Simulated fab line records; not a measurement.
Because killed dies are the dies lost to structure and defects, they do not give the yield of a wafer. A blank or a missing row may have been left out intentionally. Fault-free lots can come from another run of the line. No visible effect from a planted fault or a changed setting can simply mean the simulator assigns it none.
The tool behind it: which one? + flow rit-cmos + 18 wafers from 6 lots sampled at 2 of the route's 202 steps

## WHAT EACH GAUGE READ, for each wafer
RIT_NWELL_OVL_MEAS_06.
| lot  | measured    | on         | NWELL_OVL (nm) |
|------|-------------|------------|----------------|
| L173 | day 2 17:58 | overlay-01 | -0.7 -0.9 0.4  |
| L177 | day 3 14:04 | overlay-01 | 0.0 1.0 0.4    |
| L184 | day 5 00:39 | overlay-02 | -1.1 -2.1 0.4  |
| L186 | day 5 10:58 | overlay-01 | -1.3 -1.9 -0.7 |
| L188 | day 5 19:32 | overlay-02 | -2.3 -2.1 -2.8 |
| L191 | day 6 12:00 | overlay-02 | 0.3 -0.9 1.7   |

## WHAT TOOL EACH LOT RAN ON (gives the tool, then ch and the chambers of the sampled wafers, and finally the start)
| lot  | RIT_NWELL_EXPOSE_03                |
|------|------------------------------------|
| L173 | iline-stepper-02 ch 0, day 2 17:32 |
| L177 | iline-stepper-02 ch 0, day 3 13:38 |
| L184 | iline-stepper-01 ch 0, day 5 00:14 |
| L186 | iline-stepper-01 ch 0, day 5 10:32 |
| L188 | iline-stepper-02 ch 0, day 5 19:07 |
| L191 | iline-stepper-01 ch 0, day 6 11:34 |
- RIT_NWELL_EXPOSE_03: exposes mask M2, target cd 43900 nm.

## THE ANSWER, worked out from the rows above alone
Rule: what is usual is taken from the lots themselves. The widest of any qualifying gaps counts: lots, ordered by their means at a reading, are off when they make up no more than a third of the lots, leave a main group of 4 or more, and stand apart from it by 3 or more times the standard deviation of that group's means. If all means in a main group match to the digits the tables above print for the reading, that group is not used. A lot without any number at a reading at which 4 lots or more have one is off too. Any other lot the step has rows for is counted as sound.
No lot is off on any of the readings shown, so nothing can be concluded from this.

## WHAT THE SIMULATOR HAD PUT IN
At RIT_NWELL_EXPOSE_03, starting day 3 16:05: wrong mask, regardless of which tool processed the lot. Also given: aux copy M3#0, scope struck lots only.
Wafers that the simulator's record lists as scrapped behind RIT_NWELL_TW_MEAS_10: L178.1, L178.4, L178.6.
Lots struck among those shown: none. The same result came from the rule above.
